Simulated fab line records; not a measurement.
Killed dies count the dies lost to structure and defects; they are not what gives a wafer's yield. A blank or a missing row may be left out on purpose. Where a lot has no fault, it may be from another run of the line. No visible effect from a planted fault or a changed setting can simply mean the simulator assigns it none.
fab line records ; flow rit_cmos
record lots=15; wafers=45; last_day=7
route steps=202 shown NSD@139
lots that met no fault: from a run of the same line without faults
start_h: the number of hours between the record's first day and the start of the first shown wafer of the lot ; wait_h: how many hours have passed since the lot's step before this one ; " as in the row above ; L1.1+2: a row that stands for several wafers ; - either no value or no given start ; * or withheld: withheld ; < > ~ a bound
route shown NAME@n: NAME is a module with steps in the file, n the number in the route of the first one ; usual: mean/standard deviation taken from wafers without a fault ; same: alike in all rows ; chamber/n: place in a boat ; sites: each site's reading ; _std_site: their standard deviation ; _edge_site: outer sites' mean less inner sites' ; radius_mm: how far each site lies from the wafer's centre ; mask NAME#n: copy n ; behind: the last tool/chamber to shape the wafer ; hold: cause of the lot's hold/its duration in hours/its outcome ; device: names the non-switching transistor (n, p or np) ; end of line: the tests these same wafers got at the end of their route ; where a step has no rows: the recipe by itself ; killed: not the wafer's yield, but the dies lost to structure and defects at the first sort ; map: dies across one wafer; x = killed, . = not, _ = none there
set.NAME: the setting that was run; set.NAME@STEP: the one run at that earlier step ; model.NAME: the simulator's own value behind a step, which no gauge read
steps of the route over a sample of lots; a table a step, a row a wafer
services: when a tool's chamber went out of use (start_h, in hours from the record's first day, below 0 if earlier), for how many hours, and the reason
## steps
# step RIT_NSD_IMPLANT_08
# recipe species=P; energy_kev=25; dose_cm2=1e+15; tilt_deg=7
# usual beam_on_s=10.01/0.19; dose_ions_cm2=1e+15/1.1e+12; faraday_current_uA=3130/59
# same implant_ion_amu=31
lot.wafer;tool;chamber;start_h;wait_h;beam_on_s;dose_ions_cm2;faraday_current_uA
L482.2;implanter-01;0;46.18;0.1;10.19;1.0007e+15;3062
L482.4;implanter-01;0;46.18;0.1;10.18;1.002e+15;3090
L482.5;implanter-01;0;46.18;0.1;9.72;1.0012e+15;3230
L485.1;implanter-02;0;62.10;0.1;10.04;9.997e+14;3129
L485.3;implanter-02;0;62.10;0.1;9.81;9.988e+14;3184
L485.4;implanter-02;0;62.10;0.1;9.89;9.986e+14;3161
L486.1;implanter-04;0;66.66;0.1;9.89;9.993e+14;3142
L486.5;implanter-04;0;66.66;0.1;10.31;9.995e+14;3048
L486.6;implanter-04;0;66.66;0.1;10.32;9.995e+14;3038
L487.1;implanter-01;0;71.48;0.1;9.94;1e+15;3151
L487.2;implanter-01;0;71.48;0.1;9.97;9.992e+14;3144
L487.5;implanter-01;0;71.48;0.1;9.78;9.999e+14;3199
L488.1;implanter-02;0;77.89;0.1;10.18;1.0018e+15;3070
L488.2;implanter-02;0;77.89;0.1;9.79;1.001e+15;3182
L488.3;implanter-02;0;77.89;0.1;10.15;1.0014e+15;3086
L489.4;implanter-02;0;83.16;0.1;9.85;9.996e+14;3182
L489.5;implanter-02;0;83.16;0.1;9.96;9.985e+14;3154
L489.6;implanter-02;0;83.16;0.1;10.02;9.989e+14;3119
L491.1;implanter-02;0;93.85;0.1;10.15;1.0014e+15;3086
L491.2;implanter-02;0;93.85;0.1;10.20;1.0008e+15;3065
L491.3;implanter-02;0;93.85;0.1;10.37;1.0006e+15;3035
L493.4;implanter-04;0;104.32;0.1;9.65;9.995e+14;3232
L493.5;implanter-04;0;104.32;0.1;9.96;1.0012e+15;3149
L493.6;implanter-04;0;104.32;0.1;10.12;1.0008e+15;3104
L494.2;implanter-01;0;109.42;0.1;9.75;9.992e+14;3184
L494.4;implanter-01;0;109.42;0.1;10.08;9.987e+14;3114
L494.6;implanter-01;0;109.42;0.1;10.00;9.992e+14;3106
L495.2;implanter-04;0;118.11;0.1;10.22;1.0013e+15;3047
L495.3;implanter-04;0;118.11;0.1;10.12;1e+15;3084
L495.5;implanter-04;0;118.11;0.1;9.90;1e+15;3172
L500.1;implanter-01;0;148.80;0.1;10.05;1.0973e+15;3414
L500.2;implanter-01;0;148.80;0.1;10.22;1.0979e+15;3366
L500.5;implanter-01;0;148.80;0.1;9.68;1.0958e+15;3538
L501.1;implanter-01;0;152.41;0.1;9.89;1.0976e+15;3468
L501.3;implanter-01;0;152.41;0.1;9.81;1.0966e+15;3481
L501.5;implanter-01;0;152.41;0.1;9.73;1.0985e+15;3522
L502.4;implanter-01;0;154.40;0.1;9.53;1.0947e+15;3601
L502.5;implanter-01;0;154.40;0.1;10.07;1.0983e+15;3417
L502.6;implanter-01;0;154.40;0.1;10.00;1.0976e+15;3448
L504.2;implanter-02;0;164.15;0.1;10.17;9.989e+14;3090
L504.3;implanter-02;0;164.15;0.1;9.98;1.0001e+15;3135
L504.6;implanter-02;0;164.15;0.1;9.94;1.0005e+15;3149
L505.3;implanter-04;0;168.08;0.1;10.08;9.991e+14;3111
L505.4;implanter-04;0;168.08;0.1;9.75;1.0008e+15;3213
L505.5;implanter-04;0;168.08;0.1;10.04;9.994e+14;3117
# step RIT_NSD_TW_MEAS_10
# usual NSD_TW=3172/21
lot.wafer;tool;chamber;start_h;wait_h;NSD_TW
L482.2;film_metro-04;-;46.49;0.1;3160
L482.4;film_metro-04;-;46.49;0.1;3151
L482.5;film_metro-04;-;46.49;0.1;3151
L485.1;film_metro-04;-;62.42;0.1;3145
L485.3;film_metro-04;-;62.42;0.1;3167
L485.4;film_metro-04;-;62.42;0.1;3140
L486.1;film_metro-01;-;66.99;0.1;3191
L486.5;film_metro-01;-;66.99;0.1;3192
L486.6;film_metro-01;-;66.99;0.1;3200
L487.1;film_metro-01;-;71.80;0.1;3194
L487.2;film_metro-01;-;71.80;0.1;3193
L487.5;film_metro-01;-;71.80;0.1;3213
L488.1;film_metro-01;-;78.21;0.1;3159
L488.2;film_metro-01;-;78.21;0.1;3165
L488.3;film_metro-01;-;78.21;0.1;3171
L489.4;film_metro-01;-;83.44;0.1;3189
L489.5;film_metro-01;-;83.44;0.1;3175
L489.6;film_metro-01;-;83.44;0.1;3173
L491.1;film_metro-01;-;94.17;0.1;3162
L491.2;film_metro-01;-;94.17;0.1;3162
L491.3;film_metro-01;-;94.17;0.1;3167
L493.4;film_metro-01;-;104.60;0.1;3173
L493.5;film_metro-01;-;104.60;0.1;3168
L493.6;film_metro-01;-;104.60;0.1;3167
L494.2;film_metro-02;-;109.73;0.1;3133
L494.4;film_metro-02;-;109.73;0.1;3132
L494.6;film_metro-02;-;109.73;0.1;3121
L495.2;film_metro-04;-;118.42;0.1;3185
L495.3;film_metro-04;-;118.42;0.1;3176
L495.5;film_metro-04;-;118.42;0.1;3182
L500.1;film_metro-04;-;149.12;0.1;3218
L500.2;film_metro-04;-;149.12;0.1;3195
L500.5;film_metro-04;-;149.12;0.1;3203
L501.1;film_metro-01;-;152.73;0.1;3257
L501.3;film_metro-01;-;152.73;0.1;3262
L501.5;film_metro-01;-;152.73;0.1;3259
L502.4;film_metro-01;-;154.68;0.1;3265
L502.5;film_metro-01;-;154.68;0.1;3248
L502.6;film_metro-01;-;154.68;0.1;3274
L504.2;film_metro-01;-;164.46;0.1;3194
L504.3;film_metro-01;-;164.46;0.1;3191
L504.6;film_metro-01;-;164.46;0.1;3180
L505.3;film_metro-01;-;168.38;0.1;3163
L505.4;film_metro-01;-;168.38;0.1;3150
L505.5;film_metro-01;-;168.38;0.1;3152
# step RIT_SDANNEAL_RS_MEAS_05
# recipe thk_meas_gauge=four-point-probe
# usual NSD_RS=84.5/0.33
lot.wafer;tool;chamber;start_h;wait_h;NSD_RS[ohm/sq]
L482.2;film_metro-04;-;48.78;0.1;84.2
L482.4;film_metro-04;-;48.78;0.1;84.3
L482.5;film_metro-04;-;48.78;0.1;84.1
L485.1;film_metro-04;-;64.57;0.1;84.4
L485.3;film_metro-04;-;64.57;0.1;85.0
L485.4;film_metro-04;-;64.57;0.1;84.8
L486.1;film_metro-01;-;69.16;0.1;84.2
L486.5;film_metro-01;-;69.16;0.1;84.2
L486.6;film_metro-01;-;69.16;0.1;84.4
L487.1;film_metro-01;-;73.99;0.1;84.3
L487.2;film_metro-01;-;73.99;0.1;84.1
L487.5;film_metro-01;-;73.99;0.1;84.2
L488.1;film_metro-04;-;80.27;0.1;84.7
L488.2;film_metro-04;-;80.27;0.1;84.6
L488.3;film_metro-04;-;80.27;0.1;84.4
L489.4;film_metro-01;-;85.50;0.1;84.2
L489.5;film_metro-01;-;85.50;0.1;84.5
L489.6;film_metro-01;-;85.50;0.1;84.6
L491.1;film_metro-02;-;96.20;0.1;84.8
L491.2;film_metro-02;-;96.20;0.1;84.6
L491.3;film_metro-02;-;96.20;0.1;84.0
L493.4;film_metro-04;-;106.92;0.1;84.7
L493.5;film_metro-04;-;106.92;0.1;84.9
L493.6;film_metro-04;-;106.92;0.1;84.9
L494.2;film_metro-01;-;112.40;0.1;84.4
L494.4;film_metro-01;-;112.40;0.1;84.9
L494.6;film_metro-01;-;112.40;0.1;84.6
L495.2;film_metro-04;-;120.58;0.1;84.5
L495.3;film_metro-04;-;120.58;0.1;84.7
L495.5;film_metro-04;-;120.58;0.1;84.4
L500.1;film_metro-01;-;151.27;0.1;78.5
L500.2;film_metro-01;-;151.27;0.1;78.4
L500.5;film_metro-01;-;151.27;0.1;78.7
L501.1;film_metro-01;-;155.24;0.1;78.8
L501.3;film_metro-01;-;155.24;0.1;78.7
L501.5;film_metro-01;-;155.24;0.1;79.0
L502.4;film_metro-02;-;156.86;0.1;77.9
L502.5;film_metro-02;-;156.86;0.1;78.3
L502.6;film_metro-02;-;156.86;0.1;78.1
L504.2;film_metro-01;-;166.64;0.1;84.4
L504.3;film_metro-01;-;166.64;0.1;84.6
L504.6;film_metro-01;-;166.64;0.1;84.4
L505.3;film_metro-01;-;170.71;0.1;84.4
L505.4;film_metro-01;-;170.71;0.1;85.1
L505.5;film_metro-01;-;170.71;0.1;84.8
## services
tool;chamber;start_h;hours;kind
implanter-04;-;26.31;22.5;repair
implanter-02;-;42.60;3.7;pm
implanter-01;-;57.60;2.9;pm
implanter-02;-;88.90;1.5;repair
implanter-01;-;104.26;1.2;repair
implanter-02;-;123.82;2.2;repair
## key
first_sign step=RIT_NSD_IMPLANT_08; reading=dose_ions_cm2; direction=up; sigmas=89; usual=1e+15; struck=1.0972e+15
effect step=RIT_NSD_IMPLANT_08; reading=faraday_current_uA; direction=up; sigmas=5.8; usual=3130; struck=3473
effect step=RIT_NSD_TW_MEAS_10; reading=NSD_TW; direction=up; sigmas=3.3; usual=3172; struck=3242
effect step=RIT_SDANNEAL_RS_MEAS_05; reading=NSD_RS; direction=down; sigmas=19; usual=84.5; struck=78.5
met_at RIT_NSD_IMPLANT_08
struck_lots L500,L501,L502
tester_left_out L500,L501,L502
onset_between 109.42 148.80
fault kind=process_parameter_drift; tool=implanter-01; chamber=-; onset_h=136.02; steps=RIT_NSD_IMPLANT_08; channel=dose_cm2; offset=9.7837e+13; shape=step; end_h=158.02; acts_in=these_recipes_only; stated=1e+15
# tester_left_out: of these lots the tester's yield and bins aren't shown, on N5 and GAA mostly nor the transistor test; their killed dies are dies lost to structure and defects alone, not to doping, threshold or leakage, so they don't give the yield
